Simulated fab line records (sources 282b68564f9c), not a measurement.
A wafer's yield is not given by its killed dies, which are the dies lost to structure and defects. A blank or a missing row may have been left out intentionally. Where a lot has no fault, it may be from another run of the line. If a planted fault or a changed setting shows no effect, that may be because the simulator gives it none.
One fault seen from 2 desks    flow rit_cmos    each desk holds nothing but its own numbers, with what lay behind them at the end

THE TOOL OWNER'S DESK: wet_bench-01
The tool's own readings at RIT_REOX_CLEAN_02 (cleans in SC2, time 600 s): means of the sampled wafers that have a number, for each lot that ran on this tool. Marked OUT: a lot whose mean sits more than 4 standard deviations from the usual mean, which makes it out of limits; the brackets give that distance.
Columns: A = run_length_s at RIT_REOX_CLEAN_02, usual 627.4 s
lot   first seen here  A
L909  day 3 02:47      628.7
L911  day 3 16:05      635.4
L912  day 3 19:12      626.1
L913  day 4 02:34      627.8
L914  day 4 09:08      626.6
L926  day 6 14:45      512.5 (-40) OUT
L927  day 6 18:28      513.1 (-39) OUT
This desk's verdict: out of limits on L926, L927, starting with L926 at day 6 14:45 (run_length_s at RIT_REOX_CLEAN_02). In limits: L909, L911, L912, L913, L914.

METROLOGY DESK
Means of the sampled wafers that have a number, per lot and without regard to the tool the lot ran on: this is what the gauges read. Marked OUT: a lot whose mean sits more than 4 standard deviations from the usual mean, which makes it out of limits; the brackets give that distance.
Columns: A = PSD_OVL at RIT_PSD_OVL_MEAS_06, usual 1.2 nm
lot   first seen here  A
L908  day 3 12:33      0.7
L909  day 3 15:51      0.4
L910  day 3 22:17      2.2
L911  day 4 02:52      -0.4
L912  day 4 07:40      2.8
L913  day 4 14:07      0.7
L914  day 4 20:47      -0.7
L916  day 5 04:07      1.8
L917  day 5 10:18      1.6
L918  day 5 13:25      1.8
L919  day 5 18:14      1.6
L926  day 7 02:36      3.0
L927  day 7 06:16      1.1
L930  day 8 00:40      1.4
This desk's finding: nothing out of limits on any of the 14 lots.

ALL TOGETHER
The tool owner's desk had the chance to raise an alarm at day 6 14:45 on L926, L927.
Nothing out of limits was seen by the metrology desk.
The metrology desk holds a record of L926, L927, inside its limits.
All the named lots went through RIT_REOX_CLEAN_02 on wet_bench-01.

WHAT WAS PUT IN BY THE SIMULATOR
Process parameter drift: wet_bench-01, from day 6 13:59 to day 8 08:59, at RIT_REOX_CLEAN_02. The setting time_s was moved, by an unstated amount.
Lots struck among those shown: L926, L927.
Hours from the fault's start to each desk's first reading out of limits: the tool owner's desk, 1.
